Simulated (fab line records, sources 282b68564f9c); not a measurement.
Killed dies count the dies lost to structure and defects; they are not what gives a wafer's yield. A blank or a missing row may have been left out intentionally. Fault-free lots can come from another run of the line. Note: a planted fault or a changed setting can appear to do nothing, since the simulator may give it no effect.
Comparing a struck lot with a sound one ; flow rit cmos ; 43 steps out of a route of 202
Sound: wafers L264.1, L264.3, L264.4. Wafers struck: L272.1, L272.3, L272.4. The cause comes at the end.
For every step that has rows: the tool of each side, followed by ch and its chambers, followed by its first start. Under that, the readings that differ: sound wafers ; struck wafers ; difference of the means ; sigmas: that difference in standard deviations of wafers without a fault.
alike: words and numbers the same on both sides, and readings whose means are apart by under 2 such deviations; not compared: readings that were withheld, readings missing a value for some wafer, numbers with overlapping values and no deviation given by the record, and bounds like >300 which may hide the same value.
A row with sigmas, a row that says differs or no value, or rows on one side alone: a step with any of these is where the two part. Numbers that don't overlap but have no deviation are shown without sigmas and don't part them. A reading that every wafer of one side lacks parts them only if that side has two wafers or more.

first, 2 steps without rows for these wafers: RIT_SDANNEAL_CLEAN_02 (cleans in SC2, time 600 s); RIT_SDANNEAL_RTA_03 (time 5 s).
RIT_SDANNEAL_RS_MEAS_04: a four-point-probe measurement.
  sound: film metro-01 at day 3 10:30; struck: film metro-02 at day 5 01:02
  alike: PSD_RS
RIT_SDANNEAL_RS_MEAS_05: a four-point-probe measurement.
  sound: film metro-01 at day 3 10:37; struck: film metro-02 at day 5 01:10
  alike: NSD_RS
RIT_SDANNEAL_RS_MEAS_06: a four-point-probe measurement.
  sound: film metro-01 at day 3 10:44; struck: film metro-02 at day 5 01:17
  alike: PLDD_RS
RIT_SDANNEAL_RS_MEAS_07: a four-point-probe measurement.
  sound: film metro-01 at day 3 10:52; struck: film metro-02 at day 5 01:24
  alike: NLDD_RS
then, 1 step without rows for these wafers: RIT_SILICIDE_WET_ETCH_00 (etches SiO2 in BOE, target depth 14 nm, time 15 s).
RIT_SILICIDE_SPUTTER_01: material Ti, target thk 30 nm, time 248.2 s.
  sound: pvd sputter-04 at day 3 10:59; struck: pvd sputter-03 at day 5 01:32
  alike: throttle valve pct
RIT_SILICIDE_RS_MEAS_02: a four-point-probe measurement.
  sound: film metro-03 at day 3 11:08; struck: film metro-01 at day 5 01:41
  alike: SILICIDE_TI_RS
RIT_SILICIDE_THK_MEAS_03: measures by xrf.
  sound: film metro-03 at day 3 11:16; struck: film metro-01 at day 5 01:48
  alike: SILICIDE_TI_THK
RIT_SILICIDE_RTA_04: time 10 s, ramp up 5 s, ramp down 5 s.
  sound on rtp anneal-01 ch 0, day 3 11:19; struck on rtp anneal-01 ch 0, day 5 01:52
  alike: wafer_temp_C_max
then, 1 step without rows for these wafers: RIT_SILICIDE_WET_ETCH_05 (etches Ti in SPM, time 120 s).
RIT_SILICIDE_RTA_06: time 10 s, ramp up 5 s, ramp down 10 s.
  sound on rtp anneal-02 ch 0, day 3 11:26; struck on rtp anneal-02 ch 0, day 5 02:02
  alike: wafer_temp_C_max
then, 1 step without rows for these wafers: RIT_CONTACT_CVD_00 (deposits SiO2 from TEOS, target thk 400 nm, time 61 s).
RIT_CONTACT_THK_MEAS_01:
  sound: film metro-04 at day 3 11:33; struck: film metro-04 at day 5 02:09
  alike: CONTACT_TEOS_THK
then, 6 steps without rows for these wafers: RIT_CONTACT_HMDS_02 (prime time 60 s); RIT_CONTACT_COAT_03 (resist thk 1000 nm); RIT_CONTACT_SOFTBAKE_04 (time 60 s); RIT_CONTACT_EXPOSE_05 (exposes mask M11, target cd 1000 nm); RIT_CONTACT_PEB_06; RIT_CONTACT_DEVELOP_07 (develop time 114.2 s).
RIT_CONTACT_CD_MEAS_08 targets a cd of 1000 nm.
  sound: cd sem-01 at day 3 12:42; struck: cd sem-02 at day 5 03:19
  alike: cd nm
RIT_CONTACT_OVL_MEAS_09:
  sound: overlay-02 at day 3 12:49; struck: overlay-01 at day 5 03:26
  alike: CONTACT_OVL
then, 1 step without rows for these wafers: RIT_CONTACT_HARDBAKE_10 (time 60 s).
RIT_CONTACT_ETCH_11: etches SiO2 in CHF3/CF4/Ar, stops on TiSi2, target depth 480 nm, time 320 s.
  sound on rie diel-01 ch 1,2,3, day 3 13:01; struck on rie diel-04 ch 0,2,3, day 5 03:37
  alike: O2_flow_sccm, drypump motor current A, oes product au, rf fwd power W, throttle valve pct
  not compared: rf hours counter h
then, 1 step without rows for these wafers: RIT_CONTACT_STRIP_12 (strips in O2, time 180 s).
RIT_CONTACT_CD_MEAS_90 targets a cd of 1000 nm.
  sound: cd sem-01 at day 3 13:23; struck: cd sem-02 at day 5 03:59
  alike: cd nm
then, 2 steps without rows for these wafers: RIT_CONTACT_CLEAN_13 (cleans in SC1, time 600 s); RIT_CONTACT_CLEAN_14 (cleans in SC2, time 600 s).
RIT_M1_SPUTTER_00: material Al, target thk 400 nm, time 500 s.
  sound: pvd sputter-02 at day 3 13:52; struck: pvd sputter-01 at day 5 04:27
  alike: throttle valve pct
RIT_M1_RS_MEAS_01: a four-point-probe measurement.
  sound: film metro-02 at day 3 14:10; struck: film metro-02 at day 5 04:45
  alike: M1_AL_RS
RIT_M1_THK_MEAS_02: measures by xrf.
  sound: film metro-02 at day 3 14:17; struck: film metro-02 at day 5 04:52
  alike: M1_AL_THK
then, 6 steps without rows for these wafers: RIT_M1_HMDS_03 (prime time 60 s); RIT_M1_COAT_04 (resist thk 1300 nm); RIT_M1_SOFTBAKE_05 (time 60 s); RIT_M1_EXPOSE_06 (exposes mask M12, target cd 2600 nm); RIT_M1_PEB_07; RIT_M1_DEVELOP_08 (develop time 68 s).
RIT_M1_CD_MEAS_09 targets a cd of 2600 nm.
  sound: cd sem-02 at day 3 15:13; struck: cd sem-02 at day 5 05:56
  alike: cd nm
RIT_M1_OVL_MEAS_10:
  sound: overlay-01 at day 3 15:20; struck: overlay-01 at day 5 06:03
  alike: M1_OVL
then, 1 step without rows for these wafers: RIT_M1_HARDBAKE_11 (time 120 s).
RIT_M1_METAL_ETCH_12: etches Al in Cl2/BCl3, stops on SiO2, time 165 s, target depth 600 nm.
  sound on rie metal-02 ch 0,1, day 3 15:37; struck on rie metal-03 ch 0,1, day 5 06:20
  alike: drypump motor current A, he backside leak sccm, oes product au, rf fwd power W, throttle valve pct
  not compared: rf hours counter h
RIT_M1_PROBE_99:
  sound: prober-01 at day 3 17:52; struck: prober-01 at day 5 09:28
reading;sound;struck;difference;sigmas
model.etest.npoly sal.rs ohm sq;4.275 4.275 4.334;4.6 4.561 4.568;+0.3;
model.etest.ppoly sal.rs ohm sq;4.246 4.255 4.299;4.629 4.544 4.556;+0.310;
model.etest.pplus sal.rs ohm sq;4.275 4.226 4.318;4.588 4.557 4.542;+0.289;
model.etest.nplus sal.rs ohm sq;4.255 4.223 4.273;4.607 4.515 4.537;+0.303;
model.etest.pplus sal.line ohm um;1.223 1.231 1.22;1.337 1.31 1.277;+0.083;
model.etest.nplus sal.line ohm um;1.231 1.225 1.218;1.318 1.323 1.276;+0.081;
model.etest.contact pplus.rc ohm;1.388 1.318 1.391;1.477 1.48 1.423;+0.094;
model.etest.contact nplus.rc ohm;1.389 1.362 1.382;1.477 1.441 1.434;+0.073;
  alike: killed at contacts, killed at front end, killed dies, killed open, killed short

WHERE THEY PART
Nowhere in this record.

WHY: the cause the simulator had injected
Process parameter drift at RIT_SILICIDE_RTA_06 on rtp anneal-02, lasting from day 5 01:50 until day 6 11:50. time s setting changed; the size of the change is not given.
